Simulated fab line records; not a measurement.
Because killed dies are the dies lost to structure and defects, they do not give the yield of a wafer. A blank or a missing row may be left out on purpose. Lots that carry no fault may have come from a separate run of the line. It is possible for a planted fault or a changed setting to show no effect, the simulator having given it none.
fab line records ; flow rit_cmos
[record] lots = 14; wafers = 42; last_day = 7
route steps=202 shown CONTACT@179 M1@202
lots that met no fault: taken from a fault-free run of the same line
start_h: start of the lot's first displayed wafer, in hours after the record's first day ; wait_h: how many hours have passed since the lot's step before this one ; " as in the row above ; L1.1+2: a row that stands for several wafers ; - no value, or no start given ; * or withheld: withheld ; < > ~ a bound
route shown NAME@n: NAME is a module with steps in the file, n the number in the route of the first one ; usual: mean/standard deviation taken from wafers without a fault ; same: alike in all rows ; chamber/n: place in a boat ; sites: per-site readings ; _std_site: how widely they spread, as a standard deviation ; _edge_site: outer sites' mean less inner sites' ; radius_mm: how far each site lies from the wafer's centre ; mask NAME#n: copy n ; behind: the tool/chamber that last shaped the wafer ; hold: cause of the lot's hold/its duration in hours/its outcome ; device: the n, p or np transistor that did not switch ; end of line: tests run on the same wafers once the route is complete ; for a step that has no rows: nothing shown but its recipe ; killed: not the wafer's yield, but the dies lost to structure and defects at the first sort ; map: dies across one wafer; x = killed, . = not, _ = none there
set.NAME: setting as actually run; set.NAME@STEP: the setting as run at that earlier step ; model.NAME: the simulator's own value behind a step, which no gauge read
steps of the route over a sample of lots; a table a step, a row a wafer
services: the hour from which a tool's chamber was out of use, counted from the record's first day as start_h (under 0 if before that day), plus the number of hours and why
[[steps]]
[step RIT_CONTACT_ETCH_11]
[recipe] target_depth_a = 4800; over_etch_frac = 0.2; stop_on = TiSi2; chemistry = CHF3/CF4/Ar; target = SiO2; CHF3_flow_sccm = 50; cf4_flow_sccm = 10; Ar_flow_sccm = 100; O2_flow_sccm = 5; pressure_mtorr = 100; rf_w = 200; time_s = 320
[usual] O2_flow_sccm = 5.000/0.014; drypump_motor_current_A = 5.9/0.53; oes_product_au = 0.991/0.011; rf_fwd_power_W = 199.5/0.61; throttle_valve_pct = 8.89/0.15
[same] time_s = 320
lot.wafer;tool;chamber;start_h;wait_h;O2_flow_sccm;drypump_motor_current_A;oes_product_au;rf_fwd_power_W;rf_hours_counter_h;throttle_valve_pct
L366.4;rie_diel-04;1;95.13;0.1;5.021;6.2;1.013;199.8;159;8.91
L366.5;rie_diel-04;3;95.13;0.1;4.998;5.2;1.002;199.8;-;8.59
L366.6;rie_diel-04;2;95.13;0.1;4.990;5.3;1.006;199.5;-;8.86
L373.1;rie_diel-04;0;121.55;0.1;5.013;6.6;0.984;200.1;51;8.99
L373.2;rie_diel-04;2;121.55;0.1;4.973;5.3;0.995;119.0;94;8.88
L373.5;rie_diel-04;1;121.55;0.1;4.992;6.2;1.000;199.2;-;8.92
L374.1;rie_diel-04;1;130.84;0.1;5.024;6.2;0.995;199.8;0;8.93
L374.2;rie_diel-04;2;130.84;0.1;4.996;5.3;0.995;120.2;94;8.87
L374.6;rie_diel-04;0;130.84;0.1;4.993;6.6;0.979;199.6;-;8.99
L375.1;rie_diel-01;0;131.68;0.1;4.978;6.3;0.982;199.4;68;8.94
L375.5;rie_diel-01;3;131.68;0.1;5.007;6.3;0.977;198.4;-;8.83
L375.6;rie_diel-01;2;131.68;0.1;5.027;5.0;0.979;198.6;-;8.94
L378.3;rie_diel-01;2;140.50;0.1;5.029;5.0;0.979;198.8;7;8.93
L378.4;rie_diel-01;3;140.50;0.1;4.991;6.4;0.989;199.8;68;8.83
L378.5;rie_diel-01;1;140.50;0.1;5.009;5.8;0.987;200.0;-;8.82
L376.1;rie_diel-04;0;140.72;0.1;4.998;6.6;0.976;199.5;52;9.00
L376.4;rie_diel-04;3;140.72;0.1;5.000;5.1;1.003;199.1;-;8.60
L376.6;rie_diel-04;1;140.72;0.1;4.997;6.2;0.999;199.5;-;8.93
L377.1;rie_diel-03;2;142.71;0.1;4.991;5.4;1.001;200.2;7;9.06
L377.5;rie_diel-03;2;142.71;0.1;4.971;5.4;1.007;199.5;-;9.04
L377.6;rie_diel-03;1;142.71;0.1;4.994;5.5;1.012;199.4;-;8.86
L379.3;rie_diel-04;0;145.79;0.1;5.025;6.6;0.984;199.4;52;8.98
L379.4;rie_diel-04;1;145.79;0.1;5.030;6.2;1.002;200.1;-;8.92
L379.5;rie_diel-04;0;145.79;0.1;4.997;6.5;0.979;199.9;-;8.99
L380.2;rie_diel-01;0;149.74;0.1;4.986;6.3;0.984;199.6;68;8.94
L380.3;rie_diel-01;1;149.74;0.1;5.016;5.8;0.980;199.6;49;8.84
L380.6;rie_diel-01;3;149.74;0.1;5.022;6.4;0.985;199.9;-;8.83
L381.1;rie_diel-04;1;150.26;0.1;5.005;6.2;1.000;199.5;1;8.93
L381.4;rie_diel-04;3;150.26;0.1;4.984;5.2;1.003;199.4;-;8.59
L381.6;rie_diel-04;1;150.26;0.1;4.976;6.2;0.998;199.2;-;8.92
L382.3;rie_diel-01;1;153.92;0.1;4.998;5.8;0.982;198.5;49;8.84
L382.4;rie_diel-01;2;153.92;0.1;4.971;5.0;0.987;198.0;8;8.94
L382.6;rie_diel-01;1;153.92;0.1;5.014;5.8;0.980;198.4;-;8.84
L383.3;rie_diel-01;3;158.43;0.1;4.979;6.3;0.987;197.8;68;8.84
L383.4;rie_diel-01;0;158.43;0.1;5.012;6.3;0.981;199.2;69;8.93
L383.5;rie_diel-01;0;158.43;0.1;4.981;6.3;0.986;199.7;-;8.94
L385.1;rie_diel-01;0;163.57;0.1;4.986;6.4;0.979;199.5;69;8.92
L385.3;rie_diel-01;1;163.57;0.1;4.981;5.8;0.986;198.9;49;8.85
L385.6;rie_diel-01;2;163.57;0.1;4.994;5.0;0.981;198.7;-;8.95
L387.1;rie_diel-03;3;172.63;0.1;5.014;6.5;0.972;199.5;145;8.77
L387.2;rie_diel-03;0;172.63;0.1;4.987;5.9;0.992;199.4;98;9.23
L387.3;rie_diel-03;1;172.63;0.1;4.986;5.5;1.010;199.2;148;8.85
[step RIT_M1_PROBE_99]
[usual] killed_at_contacts = 0.1/0.25; killed_at_front_end = 7/3.1; killed_dies = 7/3.2; killed_on_rim = 1.9/1.5; killed_open = 3.3/2; killed_short = 3.5/2
[same] gross_dies = 264; killed_at_M0_to_M3 = 0; killed_at_M4_up = 0; killed_at_back_side = 0; killed_at_other = 0
lot.wafer;tool;chamber;start_h;wait_h;killed_at_contacts;killed_at_front_end;killed_dies;killed_on_rim;killed_open;killed_short
L373.1;prober-02;-;128.56;0.3;0;6;6;2;3;3
L373.2;prober-02;-;128.61;0.3;256;8;264;70;2;6
L373.5;prober-02;-;128.76;0.4;0;17;17;5;7;10
L374.1;prober-01;-;135.94;0.1;1;5;6;1;1;5
L374.2;prober-01;-;135.99;0.1;258;6;264;70;2;4
L374.6;prober-01;-;136.19;0.2;0;5;5;2;1;4
L380.2;prober-01;-;154.78;0.1;0;4;4;2;2;2
L380.3;prober-01;-;154.83;0.2;0;10;10;5;5;5
L380.6;prober-01;-;154.98;0.2;0;11;11;4;8;3
// killed by level:class
L373.1 GATE:geometric_particle:open=2 REOX:geometric_particle:short=2 FOX1:geometric_particle:open=1 GATE:geometric_particle:short=1
L373.2 CONTACT:area_etch=256 FOX2:geometric_particle:short=2 GATE:geometric_particle:open=2 FOX1:geometric_particle:short=1 GATE:geometric_particle:short=1 REOX:geometric_particle:short=1 SILICIDE:geometric_particle:short=1
L373.5 SILICIDE:geometric_particle:short=5 GATE:geometric_particle:short=4 GATE:geometric_particle:open=4 SILICIDE:geometric_particle:open=2 FOX1:geometric_particle:short=1 FOX2:geometric_particle:open=1
L374.1 GATE:geometric_particle:short=3 SPACER:geometric_particle:short=2 CONTACT:geometric_particle:open=1
L374.2 CONTACT:area_etch=258 GATE:geometric_particle:short=2 GATE:geometric_particle:open=2 FOX2:geometric_particle:short=1 SPACER:geometric_particle:short=1
L374.6 GATE:geometric_particle:short=3 REOX:geometric_particle:short=1 SILICIDE:geometric_particle:open=1
L380.2 SPACER:geometric_particle:open=2 SPACER:geometric_particle:short=1 SILICIDE:geometric_particle:short=1
L380.3 GATE:geometric_particle:open=4 GATE:geometric_particle:short=4 REOX:geometric_particle:short=1 REOX:geometric_particle:open=1
L380.6 GATE:geometric_particle:open=4 FOX2:geometric_particle:open=2 FOX1:geometric_particle:short=1 FOX1:geometric_particle:open=1 FOX2:geometric_particle:short=1 GATE:geometric_particle:short=1 REOX:geometric_particle:open=1
[[services]]
tool;chamber;start_h;hours;kind
rie_diel-04;2;74.04;16.5;repair
rie_diel-04;3;79.36;5.8;repair
rie_diel-04;1;96.45;-;clean
rie_diel-04;1;96.45;17.8;scheduled_down
rie_diel-04;1;96.45;17.8;vent_cycle
rie_diel-01;2;109.64;9.8;repair
rie_diel-04;2;137.27;16.2;repair
rie_diel-03;2;167.20;6.1;repair
[[key]]
[first_sign] step = RIT_CONTACT_ETCH_11; reading = rf_fwd_power_W; direction = down; sigmas = 99+; usual = 199.5; struck = 119.6
[effect] step = RIT_M1_PROBE_99; reading = killed_at_contacts; direction = up; sigmas = 99+; usual = 0.1; struck = 257
[more_kills_born_at] RIT_CONTACT_ETCH_11@rie_diel-04 = 514
met_at RIT_CONTACT_ETCH_11
struck_lots L373,L374
struck_wafers L373.2,L374.2
later_rows_left_out L373.2,L374.2
tester_left_out L373,L374
onset_between 95.13 121.55
[fault] kind = process_parameter_drift; tool = rie_diel-04; chamber = 2; onset_h = 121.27; steps = RIT_CONTACT_ETCH_11; channel = rf_w; offset = -80; shape = step; end_h = 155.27; acts_in = these_recipes_only; stated = 200
// tester_left_out: of these lots the tester's yield and bins aren't shown, on N5 and GAA mostly nor the transistor test; their killed dies are dies lost to structure and defects alone, not to doping, threshold or leakage, so they don't give the yield
// later_rows_left_out: the simulator's readings of these wafers behind a module that went badly wrong aren't trusted and aren't shown, but for the sort
